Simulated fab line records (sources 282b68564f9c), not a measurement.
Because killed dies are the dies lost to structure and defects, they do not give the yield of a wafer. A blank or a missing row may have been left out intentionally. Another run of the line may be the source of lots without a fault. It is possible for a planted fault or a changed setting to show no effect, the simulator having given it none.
A single fault, viewed from 2 desks | flow rit cmos | each desk has only its own numbers; what lay behind them comes last

## METROLOGY DESK
What the gauges read for every lot (on any tool): the sampled wafers with a number, averaged. A lot is out of limits, marked OUT, if its mean lies more than 4 standard deviations from the usual mean; the brackets give that distance.
Columns: A = NWELL_OVL at RIT_NWELL_OVL_MEAS_06, usual -0.5 nm
lot  | first seen here | A
L852 | day 2 02:13     | -0.2
L854 | day 2 12:31     | -2.1
L855 | day 2 18:22     | 0.0
L856 | day 2 22:31     | -0.3
L858 | day 3 08:10     | 1.2
L863 | day 4 08:10     | 0.4
L864 | day 4 13:57     | -2.8
L866 | day 4 23:54     | -0.7
L867 | day 5 04:14     | -0.6
L869 | day 5 14:51     | -1.8
L870 | day 5 19:16     | -1.1
L871 | day 6 00:16     | 1.3
L872 | day 6 05:58     | -1.0
L874 | day 6 15:32     | -1.3
Result from this desk: across the 14 lots, nothing is out of limits.

## DESK OF THE TOOL OWNER: furnace-01
Per lot that ran on this tool, the mean of the sampled wafers carrying a number, from the tool's own readings at RIT_GATE_ANNEAL_06 (time 600 s). A lot is out of limits, marked OUT, if its mean lies more than 4 standard deviations from the usual mean; the brackets give that distance.
Columns: A = run length s at RIT_GATE_ANNEAL_06, usual 864 s; B = spike tc centre C at RIT_GATE_ANNEAL_06, usual 903.4 C
lot  | first seen here | A   | B
L852 | day 2 14:32     | 862 | 904.3
L854 | day 3 00:59     | 869 | 904.5
L870 | day 6 08:08     | 863 | 904.1
L871 | day 6 13:08     | 864 | 904.3
L872 | day 6 18:32     | 867 | 904.3
L874 | day 7 03:59     | 865 | 904.7
Result from this desk: across the 6 lots, nothing is out of limits.

## ALL TOGETHER
Metrology desk: nothing out of limits seen.
The desk of the tool owner found nothing out of limits.

## WHAT THE SIMULATOR PUT IN
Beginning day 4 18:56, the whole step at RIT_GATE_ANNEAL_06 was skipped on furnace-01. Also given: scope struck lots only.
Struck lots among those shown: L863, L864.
